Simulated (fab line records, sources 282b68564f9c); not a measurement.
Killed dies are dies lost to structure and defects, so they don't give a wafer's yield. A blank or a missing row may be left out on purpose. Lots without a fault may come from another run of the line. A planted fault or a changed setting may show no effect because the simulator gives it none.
Problem report in the 8D (eight disciplines) form, filled by code | flow rit_cmos | the parts of the form that need people (team, actions taken, sign-off) are left out

1. THE PROBLEM
chamber_pressure_mTorr at RIT_M1_METAL_ETCH_12 reads a mean of 120.11 mTorr on 3 wafers of 2 lots; wafers without a fault read 100.01 mTorr with a standard deviation of 0.099. That is +99 or more standard deviations from the usual mean.
The step: etches Al in Cl2/BCl3, stops on SiO2, time 165 s, target depth 600 nm.
First seen on wafer L979.4, day 6 21:20, on rie_metal-03. The record holds 18 wafers of 6 lots with a number at this step. Rule for "out", or "out of limits": more than 4 standard deviations from the usual mean. The other wafers with a number count as sound.

2. WHAT IT IS AND WHAT IT IS NOT
question                    | is                     | is not
which readings at this step | chamber_pressure_mTorr | drypump_motor_current_A, oes_product_au, throttle_valve_pct
which lots                  | L979, L981             | L974, L975, L983, L986
which wafers of those lots  | L979.4, L979.6, L981.3 | L979.2, L981.4, L981.6
read on which tools         | rie_metal-03           | rie_metal-02, rie_metal-04
when                        | from day 6 21:20       | up to then (7 sound wafers); but 8 sound wafers of L981, L983, L986 came after

3. SUSPECTS, AND WHAT RULES EACH OUT
Counting: a tool at a process step up to the reading stays a suspect if it ran every lot that is out. Sound lots after the first of them don't rule it out here, since some wafers of a struck lot are sound.
- pvd_sputter-04 at RIT_M1_SPUTTER_00 (material Al, target thk 400 nm, time 500 s): kept. It ran every lot that is out, first L979 (day 6 19:35); its last sound lot up to then is L975 (day 5 22:37).
- rie_metal-03 at RIT_M1_METAL_ETCH_12 (etches Al in Cl2/BCl3, stops on SiO2, time 165 s, target depth 600 nm): kept. It ran every lot that is out, first L979 (day 6 21:20); its last sound lot up to then is L974 (day 5 20:17). Its own readings are out on those wafers: chamber_pressure_mTorr.
- Within rie_metal-03 at RIT_M1_METAL_ETCH_12: the wafers that are out ran in chamber 1; their sound lot-mates ran in chamber 0.
Left after counting: pvd_sputter-04 at RIT_M1_SPUTTER_00, rie_metal-03 at RIT_M1_METAL_ETCH_12.

4. THE CAUSE (what the simulator had put in)
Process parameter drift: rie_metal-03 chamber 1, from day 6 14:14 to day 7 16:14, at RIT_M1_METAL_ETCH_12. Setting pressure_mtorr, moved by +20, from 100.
Counting left 2 suspects, and this tool is among them.

5. THE CHAIN OF EFFECTS, in route order
Each row: a reading whose mean over the struck wafers that have a number lies more than 3 standard deviations from the usual. Only readings for which the record gives a usual standard deviation are gone through. hours: the time from each lot's start at the first step in this table that gives one to its start at this step, as a median over the lots. sigmas: the change in usual standard deviations.
hours | step                 | reading                | usual        | on struck wafers | change | sigmas
0     | RIT_M1_METAL_ETCH_12 | chamber_pressure_mTorr | 100.01 mTorr | 120.11           | +20.10 | +99 or more
The process steps in it:
- RIT_M1_METAL_ETCH_12: etches Al in Cl2/BCl3, stops on SiO2, time 165 s, target depth 600 nm.

6. WHAT WOULD HAVE CAUGHT IT SOONER
In this record the first reading out of limits was taken at day 6 21:20, 7 hours after the fault began at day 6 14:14.
